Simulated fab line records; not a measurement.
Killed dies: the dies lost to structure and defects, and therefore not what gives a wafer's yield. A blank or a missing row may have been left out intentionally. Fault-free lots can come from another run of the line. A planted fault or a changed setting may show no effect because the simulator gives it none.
Chamber matching / flow berkeleyCmos170 / 4 sister chambers for UCB170_M1_ETCH_11 on rieDiel-01
The step etches BARC in N2/H2. 8 wafers are shown with their chamber, then 7 later ones without.

WAFERS, EACH WITH ITS CHAMBER
wafer=L080.4; chamber=1; throttleValvePct (%)=13.50; drypumpMotorCurrentA (A)=5.6
wafer=L085.1; chamber=3; throttleValvePct (%)=13.03; drypumpMotorCurrentA (A)=5.0
wafer=L085.5; chamber=0; throttleValvePct (%)=13.40; drypumpMotorCurrentA (A)=6.0
wafer=L087.2; chamber=3; throttleValvePct (%)=13.03; drypumpMotorCurrentA (A)=5.0
wafer=L087.3; chamber=2; throttleValvePct (%)=13.59; drypumpMotorCurrentA (A)=6.4
wafer=L087.5; chamber=2; throttleValvePct (%)=13.59; drypumpMotorCurrentA (A)=6.5
wafer=L088.1; chamber=0; throttleValvePct (%)=13.40; drypumpMotorCurrentA (A)=6.0
wafer=L088.2; chamber=1; throttleValvePct (%)=13.49; drypumpMotorCurrentA (A)=5.6

WAFERS WITHOUT THEIR CHAMBER
wafer=L088.3; throttleValvePct (%)=13.58; drypumpMotorCurrentA (A)=6.4
wafer=L093.1; throttleValvePct (%)=13.41; drypumpMotorCurrentA (A)=6.0
wafer=L093.2; throttleValvePct (%)=13.59; drypumpMotorCurrentA (A)=6.4
wafer=L093.5; throttleValvePct (%)=13.52; drypumpMotorCurrentA (A)=5.6
wafer=L095.1; throttleValvePct (%)=13.40; drypumpMotorCurrentA (A)=6.0
wafer=L095.2; throttleValvePct (%)=13.49; drypumpMotorCurrentA (A)=5.6
wafer=L095.3; throttleValvePct (%)=13.03; drypumpMotorCurrentA (A)=5.0

THE CHAMBER EACH PASSED THROUGH
wafer=L088.3; from the rows above=2; in truth=2
wafer=L093.1; from the rows above=0; in truth=0
wafer=L093.2; from the rows above=2; in truth=2
wafer=L093.5; from the rows above=1; in truth=1
wafer=L095.1; from the rows above=0; in truth=0
wafer=L095.2; from the rows above=1; in truth=1
wafer=L095.3; from the rows above=3; in truth=3
Correctly placed: 7 of 7. From these rows, 0 cannot be placed. Wrongly placed: 0.
How it was worked out, from the rows above alone: a wafer's distance from a chamber is the root of the sum, over the readings, of the square of ((its reading less the chamber's mean) divided by the reading's scatter). The wafer belongs to the nearest chamber; if the next one is less than 2 further off, it can't be placed. Each chamber's mean is taken over the wafers shown for it. The scatter: the root of (the sum of the squares of (reading less its chamber's mean) over the shown wafers, divided by (wafers less chambers)).
